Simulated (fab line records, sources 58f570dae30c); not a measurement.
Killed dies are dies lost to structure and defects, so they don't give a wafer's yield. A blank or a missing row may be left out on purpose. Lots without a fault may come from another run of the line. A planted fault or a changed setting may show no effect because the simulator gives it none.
A struck lot beside a sound one | flow berkeley_cmos170 | 14 steps out of a route of 331
Sound: wafers L976.1, L976.2, L976.6. Struck: wafers L970.3, L970.4, L970.5. The cause comes at the end.
At each step with rows: each side's tool, then ch and its chambers, then its first start. Under that, the readings that differ: sound wafers | struck wafers | difference of the means | sigmas: that difference in standard deviations of wafers without a fault.
alike: readings whose means differ by less than 2 such deviations, and words and numbers that are the same on both sides. not compared: withheld readings, readings that some wafer has no value for, bounds like >300 that may hide the same value, and numbers for which the record gives no deviation and whose values overlap.
The two part at a step that has a row with sigmas, a row that says differs or no value, or rows on one side only. Numbers that don't overlap but have no deviation are shown without sigmas and don't part them. A reading that every wafer of one side lacks parts them only if that side has two wafers or more.

first, 7 steps without rows for these wafers: UCB170_START_ANNEAL_04 (time 1200 s); UCB170_ZERO_HMDS_00 (prime time 60 s); UCB170_ZERO_COAT_01 (resist thk 900 nm); UCB170_ZERO_SOFTBAKE_02 (time 60 s); UCB170_ZERO_EXPOSE_03 (exposes mask PM MARKS, target cd 4000 nm); UCB170_ZERO_PEB_04; UCB170_ZERO_DEVELOP_05 (develop time 45 s).
UCB170_ZERO_ETCH_06: etches SiO2 in CHF3/CF4/Ar, time 12 s.
  sound on rie_diel-04 ch 0,2, day 6 03:38; struck on rie_diel-04 ch 2,3, day 4 15:16
  alike: drypump_motor_current_A, oes_product_au, throttle_valve_pct
  not compared: rf_hours_counter_h
UCB170_ZERO_STRIP_07: strips in O2.
  sound on plasma_asher-03 ch 0,1, day 6 03:40; struck on plasma_asher-03 ch 0,1, day 4 15:19
  alike: drypump_motor_current_A, oes_product_au, strip_time_to_endpoint_s
  not compared: rf_hours_counter_h
then, 2 steps without rows for these wafers: UCB170_NWELL_WET_ETCH_00 (etches SiO2 in dHF, time 200 s); UCB170_NWELL_OXIDATION_01 (target thk 26.4 nm, ox time 1260 s).
UCB170_NWELL_THK_MEAS_02:
  sound on film_metro-03, day 6 08:58; struck on film_metro-01, day 4 19:32
  reading              | sound          | struck         | difference | sigmas
  NWELL_OXIDE_THK (nm) | 26.0 26.1 25.6 | 26.8 27.3 27.7 | +1.4       | +3
UCB170_NWELL_ANNEAL_03: time 900 s.
  sound on furnace-01 ch 0, day 6 14:09; struck on furnace-02, day 4 21:21
  no value came back on the struck wafers for spike_tc_centre_C (C), spike_tc_load_C (C); on the sound wafers spike_tc_centre_C (C) reads 1002.9 1004.7 1002.8
then, 1 step without rows for these wafers: UCB170_NWELL_CVD_04 (deposits Si3N4 from SiH2Cl2/NH3, target thk 224 nm, time 3360 s).

WHERE THEY PART
First at UCB170_NWELL_THK_MEAS_02; last, within this record, at UCB170_NWELL_ANNEAL_03.

WHY: what the simulator had put in
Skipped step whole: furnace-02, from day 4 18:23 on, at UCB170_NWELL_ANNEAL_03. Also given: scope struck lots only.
